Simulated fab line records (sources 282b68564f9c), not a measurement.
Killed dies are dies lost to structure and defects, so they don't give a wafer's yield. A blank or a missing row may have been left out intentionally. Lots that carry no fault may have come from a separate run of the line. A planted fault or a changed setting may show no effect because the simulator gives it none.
A struck lot beside a sound one + flow rit_cmos + 15 out of 202 route steps
Sound: these wafers, L830.2, L830.3, L830.6. The struck wafers were L835.3, L835.4, L835.5. The cause is given at the end.
Per side, at each step with rows, come the tool, then ch with its chambers, and then its first start. Under that, the readings that differ: sound wafers + struck wafers + difference of the means + sigmas: that difference in standard deviations of wafers without a fault.
alike: readings with means less than 2 such deviations apart, plus words and numbers identical on both sides. not compared: withheld readings, readings lacking a value on some wafer, bounds such as >300 that could conceal the same value, and numbers that have no deviation in the record and whose values overlap.
Wherever a step has rows on one side only, a row that says differs or no value, or a row with sigmas, the two part there. Non-overlapping numbers with no deviation appear without sigmas and do not part them. Lack of a reading on every wafer of one side parts them only where that side has two or more wafers.

RIT_M1_THK_MEAS_02: measures by xrf.
  sound on film_metro-04, day 5 18:19; struck on film_metro-03, day 6 20:12
  alike: M1_AL_THK
then, 6 steps without rows for these wafers: RIT_M1_HMDS_03 (prime time 60 s); RIT_M1_COAT_04 (resist thk 1300 nm); RIT_M1_SOFTBAKE_05 (time 60 s); RIT_M1_EXPOSE_06 (exposes mask M12, target cd 2600 nm); RIT_M1_PEB_07; RIT_M1_DEVELOP_08 (develop time 68.94 s).
RIT_M1_CD_MEAS_09: target cd 2600 nm.
  sound on cd_sem-02, day 5 19:16; struck on cd_sem-01, day 6 21:17
  alike: cd_nm
RIT_M1_OVL_MEAS_10:
  sound on overlay-01, day 5 19:22; struck on overlay-02, day 6 21:23
  alike: M1_OVL
then, 1 step without rows for these wafers: RIT_M1_HARDBAKE_11 (time 120 s).
RIT_M1_METAL_ETCH_12: etches Al in Cl2/BCl3, stops on SiO2, time 165 s, target depth 600 nm.
  sound on rie_metal-01 ch 0, day 5 19:39; struck on rie_metal-01 ch 0,1, day 6 21:55
  alike: drypump_motor_current_A, oes_product_au, throttle_valve_pct
  not compared: rf_hours_counter_h
then, 1 step without rows for these wafers: RIT_M1_STRIP_13 (strips in nmp, time 600 s).
RIT_M1_STRIP_14: strips in O2, time 184.4 s.
  sound on plasma_asher-02 ch 0,1, day 5 20:00; struck on plasma_asher-03 ch 0,1, day 6 22:26
  no value came back on the struck wafers for chamber_pressure_mTorr (mTorr), drypump_motor_current_A (A); on the sound wafers chamber_pressure_mTorr (mTorr) reads 4000 4001 3993
  not compared: rf_hours_counter_h
RIT_M1_CD_MEAS_90: target cd 2600 nm.
  sound on cd_sem-02, day 5 20:11; struck on cd_sem-01, day 6 22:35
  alike: cd_nm
RIT_M1_PROBE_99:
  sound on prober-02, day 5 21:58; struck on prober-01, day 7 00:23
  alike: defect_limited_yield, killed_at_front_end, killed_dies, killed_open, killed_short, sort_bin_3_pad_short, sort_bin_5_function, sort_bin_6_memory, sort_n_pass, sort_yield_pct

WHERE THEY PART
Within this record, at RIT_M1_STRIP_14 only. Later steps at which nothing parts them and some readings are alike: RIT_M1_CD_MEAS_90, RIT_M1_PROBE_99.

WHY: what had been put in by the simulator
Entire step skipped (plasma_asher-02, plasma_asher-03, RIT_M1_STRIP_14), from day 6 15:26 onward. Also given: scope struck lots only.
